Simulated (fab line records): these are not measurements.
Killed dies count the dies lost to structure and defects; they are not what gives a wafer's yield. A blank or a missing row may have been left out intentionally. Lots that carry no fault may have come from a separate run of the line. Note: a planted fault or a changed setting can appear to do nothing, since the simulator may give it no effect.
Struck lot and sound lot, side by side / flow rit cmos / 17 steps out of a route of 202
Sound: the wafers L367.1, L367.5, L367.6. Struck: wafer L378.4 (left out: L378.1, L378.6 of the same lot, which were not struck); the cause appears at the end.
Order at every step that has rows: each side's tool, ch and its chambers, its first start. Under that, the readings that differ: sound wafers / struck wafers / difference of the means / sigmas: that difference in standard deviations of wafers without a fault.
alike: same words and numbers on both sides, and readings whose means sit less than 2 such deviations apart. not compared: any withheld reading, any reading some wafer has no value for, any bound like >300 that may hide the same value, and any number with overlapping values for which the record gives no deviation.
A row with sigmas, a row that says differs or no value, or rows on one side alone: a step with any of these is where the two part. Numbers that don't overlap but have no deviation are shown without sigmas and don't part them. A reading that every wafer of one side lacks parts them only if that side has two wafers or more.

first, 1 step without rows for these wafers: RIT_PSD_IMPLANT_08.
RIT_PSD_STRIP_09: strips in O2, time 180 s.
  sound on plasma asher-02 ch 0,1, day 3 12:32; struck on plasma asher-03 ch 1, day 6 04:28
  alike: drypump motor current A, rf refl power W
  not compared: rf hours counter h
RIT_PSD_TW_MEAS_10:
  sound: film metro-01 at day 3 12:43; struck: film metro-03 at day 6 04:38
  alike: PSD_TW
then, 3 steps without rows for these wafers: RIT_SDANNEAL_CLEAN_00 (cleans in SC1, time 600 s); RIT_SDANNEAL_CLEAN_01 (cleans in dHF, time 30 s); RIT_SDANNEAL_CLEAN_02 (cleans in SC2, time 600 s).
RIT_SDANNEAL_RTA_03: time 5 s.
  sound on rtp anneal-01 ch 0, day 3 13:08; struck on rtp anneal-02 ch 0, day 6 05:25
  alike: anneal temp c max, wafer_temp_C_max
RIT_SDANNEAL_RS_MEAS_04: uses a four-point probe to measure.
  sound: film metro-01 at day 3 13:12; struck: film metro-01 at day 6 05:29
  alike: PSD_RS
RIT_SDANNEAL_RS_MEAS_05: uses a four-point probe to measure.
  sound: film metro-01 at day 3 13:19; struck: film metro-01 at day 6 05:36
  alike: NSD_RS
RIT_SDANNEAL_RS_MEAS_06: uses a four-point probe to measure.
  sound: film metro-01 at day 3 13:26; struck: film metro-01 at day 6 05:43
  alike: PLDD_RS
RIT_SDANNEAL_RS_MEAS_07: uses a four-point probe to measure.
  sound: film metro-01 at day 3 13:34; struck: film metro-01 at day 6 05:50
  alike: NLDD_RS
then, 1 step without rows for these wafers: RIT_SILICIDE_WET_ETCH_00 (etches SiO2 in BOE, target depth 14 nm, time 15 s).
RIT_SILICIDE_SPUTTER_01: material Ti, target thk 30 nm, time 240 s.
  sound: pvd sputter-02 at day 3 13:41; struck: pvd sputter-03 at day 6 05:58
reading=model.Ti_of_SILICIDE_SPUTTER_01.thk nm (nm); sound=29.23 29.02 29.14; struck=32.6; difference=+3.5; sigmas=
  alike: chamber pressure pa, throttle valve pct
RIT_SILICIDE_RS_MEAS_02: uses a four-point probe to measure.
  sound: film metro-04 at day 3 13:50; struck: film metro-04 at day 6 06:07
reading=SILICIDE_TI_RS (ohm/sq); sound=49.4 50.0 49.7; struck=43.2; difference=-6.5; sigmas=-10
RIT_SILICIDE_THK_MEAS_03: measures by xrf.
  sound: film metro-04 at day 3 13:58; struck: film metro-04 at day 6 06:14
reading=SILICIDE_TI_THK (nm); sound=29.3 29.2 29.3; struck=33.0; difference=+3.7; sigmas=+12
RIT_SILICIDE_RTA_04: time 10 s, ramp up 5 s, ramp down 5 s.
  sound on rtp anneal-02 ch 0, day 3 14:01; struck on rtp anneal-01 ch 0, day 6 06:18
  alike: anneal temp c max, wafer_temp_C_max
RIT_M1_PROBE_99:
  sound: prober-01 at day 3 20:35; struck: prober-01 at day 6 13:22
reading=model.etest.ppoly line.line ohm um; sound=163.3 161.3 164.3; struck=160.3; difference=-2.7; sigmas=
reading=model.etest.contact pplus.end ohm um; sound=44.34 43.17 44.29; struck=49.66; difference=+5.73; sigmas=
reading=model.etest.contact nplus.end ohm um; sound=40.46 40.27 40.5; struck=45.71; difference=+5.30; sigmas=
reading=model.etest.npoly line.rs ohm sq; sound=17.22 17.32 17.31; struck=16; difference=-1; sigmas=
reading=model.etest.ppoly line.rs ohm sq; sound=16.8 16.92 16.87; struck=15.63; difference=-1.23; sigmas=
reading=model.etest.npoly sal.rs ohm sq; sound=4.435 4.464 4.469; struck=4.008; difference=-0.448; sigmas=
reading=model.etest.ppoly sal.rs ohm sq; sound=4.375 4.429 4.445; struck=3.977; difference=-0.439; sigmas=
  alike: killed_at_M0_to_M3, killed at contacts, killed at front end, killed dies, killed open, killed short
  not compared: model.etest.npoly line.line ohm um

WHERE THEY PART
Last at RIT_SILICIDE_THK_MEAS_03 as far as this record goes, first at RIT_SILICIDE_RS_MEAS_02. Later steps at which nothing parts them and some readings are alike: RIT_SILICIDE_RTA_04, RIT_M1_PROBE_99.

WHY: what had been put in by the simulator
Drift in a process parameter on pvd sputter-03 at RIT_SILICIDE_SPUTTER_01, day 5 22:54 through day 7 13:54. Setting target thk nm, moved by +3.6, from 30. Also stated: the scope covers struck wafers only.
